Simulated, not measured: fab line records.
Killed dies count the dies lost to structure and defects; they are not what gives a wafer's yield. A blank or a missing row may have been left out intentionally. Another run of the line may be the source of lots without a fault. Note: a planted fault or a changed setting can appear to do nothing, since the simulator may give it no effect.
Which tool is to blame? / flow berkeley_cmos170 / Sampling: 7 lots, 21 wafers, 2 of 331 route steps

WHAT THE GAUGES READ, wafer by wafer
UCB170_NWELL_TW_MEAS_16.
lot=L418; measured=day 2 18:14; on=film_metro-02; NWELL_TW=1254 1252 1250
lot=L421; measured=day 3 05:37; on=film_metro-03; NWELL_TW=1245 1240 1244
lot=L425; measured=day 3 22:39; on=film_metro-03; NWELL_TW=1133 1144 1145 1143 1137 1137
lot=L432; measured=day 5 19:02; on=film_metro-03; NWELL_TW=1241 1241 1235
lot=L436; measured=day 6 09:49; on=film_metro-03; NWELL_TW=1242 1250 1252
lot=L438; measured=day 6 16:34; on=film_metro-01; NWELL_TW=1236 1247 1241
lot=L440; measured=day 6 23:56; on=film_metro-02; NWELL_TW=1260 1266 1268

EACH LOT AND THE TOOL THAT RAN IT (in order: tool; ch and the chambers of the sampled wafers; start)
lot=L418; UCB170_NWELL_IMPLANT_14=implanter-04 ch 0, day 2 17:59
lot=L421; UCB170_NWELL_IMPLANT_14=implanter-01 ch 0, day 3 05:22
lot=L425; UCB170_NWELL_IMPLANT_14=implanter-04 ch 0, day 3 22:25
lot=L432; UCB170_NWELL_IMPLANT_14=implanter-01 ch 0, day 5 18:47
lot=L436; UCB170_NWELL_IMPLANT_14=implanter-01 ch 0, day 6 09:34
lot=L438; UCB170_NWELL_IMPLANT_14=implanter-03 ch 0, day 6 16:20
lot=L440; UCB170_NWELL_IMPLANT_14=implanter-04 ch 0, day 6 23:41
- UCB170_NWELL_IMPLANT_14

THE ANSWER, worked out from the rows above alone
Rule: the lots themselves supply what counts as usual. Put in order of their means at a reading, lots are off if they are a third of the lots or fewer, leave a main group of 4 or more, and stand apart from it by a gap of 3 or more times the standard deviation of the main group's means; of several such gaps the widest counts. Not used: any main group whose means are identical at the precision the tables above print for the reading. A lot without any number at a reading at which 4 lots or more have one is off too. The other lots that the step has rows for count as sound.
Off: at UCB170_NWELL_TW_MEAS_16 (NWELL_TW), L425. Mean 1248 and standard deviation 8.6 in the main group.
A tool fits if, at a process step before that reading, it ran every lot that is off, and no sound lot after the first of them. Those tools and the gauges at UCB170_NWELL_TW_MEAS_16 are tried in the same way. Not one of the candidates tried fits.

WHAT THE SIMULATOR HAD PUT IN
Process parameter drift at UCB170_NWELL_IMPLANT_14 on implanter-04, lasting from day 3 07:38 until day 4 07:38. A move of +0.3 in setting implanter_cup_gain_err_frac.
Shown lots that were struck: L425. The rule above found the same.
